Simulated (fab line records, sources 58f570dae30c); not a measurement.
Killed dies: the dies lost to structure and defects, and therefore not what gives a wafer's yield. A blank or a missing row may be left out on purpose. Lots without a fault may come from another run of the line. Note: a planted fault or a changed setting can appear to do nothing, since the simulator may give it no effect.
Comparing a struck lot with a sound one	flow berkeley-cmos170	14 steps out of a route of 331
Sound: wafers L194.1, L194.2, L194.6. Wafers struck: L205.1, L205.3, L205.5. The cause is given at the end.
For every step that has rows: the tool of each side, followed by ch and its chambers, followed by its first start. Under that, the readings that differ: sound wafers	struck wafers	difference of the means	sigmas: that difference in standard deviations of wafers without a fault.
alike: words and numbers the same on both sides, and readings whose means are apart by under 2 such deviations; not compared: readings that were withheld, readings missing a value for some wafer, numbers with overlapping values and no deviation given by the record, and bounds like >300 which may hide the same value.
Wherever a step has rows on one side only, a row that says differs or no value, or a row with sigmas, the two part there. Numbers that don't overlap but have no deviation are shown without sigmas and don't part them. A reading that every wafer of one side lacks parts them only if that side has two wafers or more.

UCB170_CONTACT_ETCH_17: etches BARC in N2/H2.
  sound on rie-diel-03 ch 0,2, day 6 16:47; struck on rie-diel-03 ch 0,1,3, day 9 09:19
  alike: drypump-motor-current-A, oes-product-au, throttle-valve-pct
UCB170_CONTACT_ETCH_18: etches PSG in CHF3/CF4/Ar, stops on TiSi2, target depth 840 nm, time 195 s.
  sound on rie-diel-03 ch 0,2; struck on rie-diel-03 ch 0,1,3
  alike: cf4-flow-sccm, drypump-motor-current-A, oes-product-au, throttle-valve-pct
  not compared: rf-hours-counter-h
UCB170_CONTACT_STRIP_19: strips in O2.
  sound on plasma-asher-03 ch 0,1, day 6 16:58; struck on plasma-asher-02 ch 0,1, day 9 09:29
  alike: drypump-motor-current-A, oes-product-au
  not compared: rf-hours-counter-h
UCB170_CONTACT_CD_MEAS_90: the cd target is 700 nm.
  sound on cd-sem-01, day 6 17:04; struck on cd-sem-01, day 9 09:35
  alike: cd-nm
then, 1 step without rows for these wafers: UCB170_CONTACT_CLEAN_20 (cleans in SPM, time 600 s).
UCB170_M1_SPUTTER_00: material Al, target thk 600 nm, time 80 s.
  sound on pvd-sputter-04, day 6 17:22; struck on pvd-sputter-04, day 9 10:02
  alike: throttle-valve-pct
UCB170_M1_RS_MEAS_01: measures by four-point-probe.
  sound on film-metro-04, day 6 17:26; struck on film-metro-03, day 9 10:06
  alike: M1_AL_RS
UCB170_M1_THK_MEAS_02: measures by xrf.
  sound on film-metro-04, day 6 17:33; struck on film-metro-03, day 9 10:13
  alike: M1_AL_THK
then, 4 steps without rows for these wafers: UCB170_M1_COAT_03; UCB170_M1_COAT_04 (resist thk 900 nm); UCB170_M1_SOFTBAKE_05 (time 60 s); UCB170_M1_EXPOSE_06 (exposes mask METAL1, target cd 700 nm).
UCB170_M1_PEB_07:
  struck on litho-track-04, day 9 11:11; sound on litho-track-04 ch 0, day 6 18:18
  no value came back on the struck wafers for chill-plate-temp-C (C), exhaust-pa (Pa); on the sound wafers chill-plate-temp-C (C) reads 22.89 22.90 22.91
then, 1 step without rows for these wafers: UCB170_M1_DEVELOP_08 (develop time 45 s).

WHERE THEY PART
At UCB170_M1_PEB_07 and nowhere else, as far as this record goes.

WHY: whatever the simulator had introduced
Whole step skipped at UCB170_M1_PEB_07 on litho-track-04, starting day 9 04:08. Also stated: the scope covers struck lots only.
